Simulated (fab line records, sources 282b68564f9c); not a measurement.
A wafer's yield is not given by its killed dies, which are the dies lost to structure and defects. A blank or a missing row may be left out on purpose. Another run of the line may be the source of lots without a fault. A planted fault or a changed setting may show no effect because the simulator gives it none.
Which of the tools did it? :: flow rit-cmos :: 15 lots with 45 wafers sampled at 2 steps, on a route of 202 steps

WHAT EACH GAUGE READ, for each wafer
RIT_SDANNEAL_RS_MEAS_05: the measuring method here is four-point-probe. Usual: NSD_RS 84.57 ohm/sq, standard deviation 0.3.
lot: L883
measured: day 3 14:32
on: film-metro-03
NSD_RS (ohm/sq): 84.21 84.29 84.44
flag: 

lot: L885
measured: day 3 18:45
on: film-metro-01
NSD_RS (ohm/sq): 85.15 84.91 85.38
flag: 

lot: L884
measured: day 3 20:45
on: film-metro-03
NSD_RS (ohm/sq): 84.72 84.59 84.58
flag: 

lot: L886
measured: day 4 01:34
on: film-metro-04
NSD_RS (ohm/sq): 84.84 84.93 84.68
flag: 

lot: L887
measured: day 4 06:08
on: film-metro-04
NSD_RS (ohm/sq): 84.64 84.37 84.73
flag: 

lot: L888
measured: day 4 11:20
on: film-metro-01
NSD_RS (ohm/sq): 84.79 84.49 84.66
flag: 

lot: L890
measured: day 4 19:26
on: film-metro-04
NSD_RS (ohm/sq): - - -
flag: OFF

lot: L892
measured: day 5 10:41
on: film-metro-04
NSD_RS (ohm/sq): 84.77 84.50 84.80
flag: 

lot: L894
measured: day 5 14:12
on: film-metro-03
NSD_RS (ohm/sq): - - -
flag: OFF

lot: L896
measured: day 6 00:04
on: film-metro-04
NSD_RS (ohm/sq): - - -
flag: OFF

lot: L900
measured: day 6 15:34
on: film-metro-04
NSD_RS (ohm/sq): 83.84 83.93 83.93
flag: 

lot: L901
measured: day 7 01:56
on: film-metro-04
NSD_RS (ohm/sq): 84.34 84.42 84.29
flag: 

lot: L903
measured: day 7 10:02
on: film-metro-03
NSD_RS (ohm/sq): 84.87 84.77 84.71
flag: 

lot: L904
measured: day 7 15:51
on: film-metro-01
NSD_RS (ohm/sq): 84.81 84.55 84.93
flag: 

lot: L905
measured: day 7 21:20
on: film-metro-04
NSD_RS (ohm/sq): 84.07 84.29 84.28
flag: 

TOOL THAT RAN EACH LOT (tool first, then ch and the chambers of the sampled wafers, then the start)
lot: L883
RIT_NSD_IMPLANT_08: implanter-04 ch 0, day 3 12:04

lot: L885
RIT_NSD_IMPLANT_08: implanter-02 ch 0, day 3 16:17

lot: L884
RIT_NSD_IMPLANT_08: implanter-02 ch 0, day 3 17:54

lot: L886
RIT_NSD_IMPLANT_08: implanter-01 ch 0, day 3 22:41

lot: L887
RIT_NSD_IMPLANT_08: implanter-01 ch 0, day 4 03:47

lot: L888
RIT_NSD_IMPLANT_08: implanter-01 ch 0, day 4 08:59

lot: L890
RIT_NSD_IMPLANT_08: implanter-01 ch 0, day 4 17:04

lot: L892
RIT_NSD_IMPLANT_08: implanter-02 ch 0, day 5 08:01

lot: L894
RIT_NSD_IMPLANT_08: implanter-01 ch 0, day 5 11:39

lot: L896
RIT_NSD_IMPLANT_08: implanter-01 ch 0, day 5 21:28

lot: L900
RIT_NSD_IMPLANT_08: implanter-02 ch 0, day 6 13:14

lot: L901
RIT_NSD_IMPLANT_08: implanter-04 ch 0, day 6 23:25

lot: L903
RIT_NSD_IMPLANT_08: implanter-02 ch 0, day 7 07:32

lot: L904
RIT_NSD_IMPLANT_08: implanter-04 ch 0, day 7 13:05

lot: L905
RIT_NSD_IMPLANT_08: implanter-02 ch 0, day 7 18:56
- RIT_NSD_IMPLANT_08

WHAT THE TOOLS THEMSELVES READ (means of the sampled wafers that have a number; where no wafer has one, the mark that the record gives instead)
RIT_NSD_IMPLANT_08. Usual: tilt-deg 6.999 degrees, standard deviation 0.02.
lot: L883
tool: implanter-04
tilt-deg (degrees): 6.983
flag: 

lot: L885
tool: implanter-02
tilt-deg (degrees): 7.018
flag: 

lot: L884
tool: implanter-02
tilt-deg (degrees): 6.988
flag: 

lot: L886
tool: implanter-01
tilt-deg (degrees): 7.020
flag: 

lot: L887
tool: implanter-01
tilt-deg (degrees): 6.992
flag: 

lot: L888
tool: implanter-01
tilt-deg (degrees): 7.008
flag: 

lot: L890
tool: implanter-01
tilt-deg (degrees): 12.255
flag: OFF

lot: L892
tool: implanter-02
tilt-deg (degrees): 6.993
flag: 

lot: L894
tool: implanter-01
tilt-deg (degrees): 12.233
flag: OFF

lot: L896
tool: implanter-01
tilt-deg (degrees): 12.226
flag: OFF

lot: L900
tool: implanter-02
tilt-deg (degrees): 7.003
flag: 

lot: L901
tool: implanter-04
tilt-deg (degrees): 6.977
flag: 

lot: L903
tool: implanter-02
tilt-deg (degrees): 6.995
flag: 

lot: L904
tool: implanter-04
tilt-deg (degrees): 6.970
flag: 

lot: L905
tool: implanter-02
tilt-deg (degrees): 7.029
flag: 

THE ANSWER, worked out from the rows above alone
Rule: a lot counts as off when the mean over its wafers that have a number is more than 3 standard deviations away from the usual mean. A lot without any number at a reading at which 4 lots or more have one is off too. The other lots that the step has rows for count as sound. Order of review: gauges by route order, followed by the tools' own readings, for which a lot's mean as printed above is used. The first step at which some lot is off is used, and at that step the reading that is off furthest; a lot without a number counts as furthest.
Off: L890, L894, L896, at RIT_SDANNEAL_RS_MEAS_05 (NSD_RS). Without a number there: L890, L894, L896.
A tool fits if, at a process step before that reading, it ran every lot that is off, and no sound lot after the first of them. Not tried: the gauges at RIT_SDANNEAL_RS_MEAS_05; whatever is off there is also off at RIT_NSD_IMPLANT_08, on other tools, and gauge error can't account for it. One fits: RIT_NSD_IMPLANT_08 on implanter-01. A fault onset in the window from L888 (day 4 08:59, its last sound lot) to L890 (day 4 17:04, its first lot off) fits.
The tool's own readings at RIT_NSD_IMPLANT_08 bear it out: on the lots that are off they differ by more than 5 times the standard deviation of the sound lots' means. tilt-deg reads 12.238 degrees there against 6.998 degrees on the sound lots.

WHAT THE SIMULATOR PUT IN
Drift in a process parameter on implanter-01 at RIT_NSD_IMPLANT_08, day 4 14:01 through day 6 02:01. The setting tilt-deg was moved by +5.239, starting from 7. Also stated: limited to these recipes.
Lots struck among those shown: L890, L894, L896. The rule above reached the same finding.
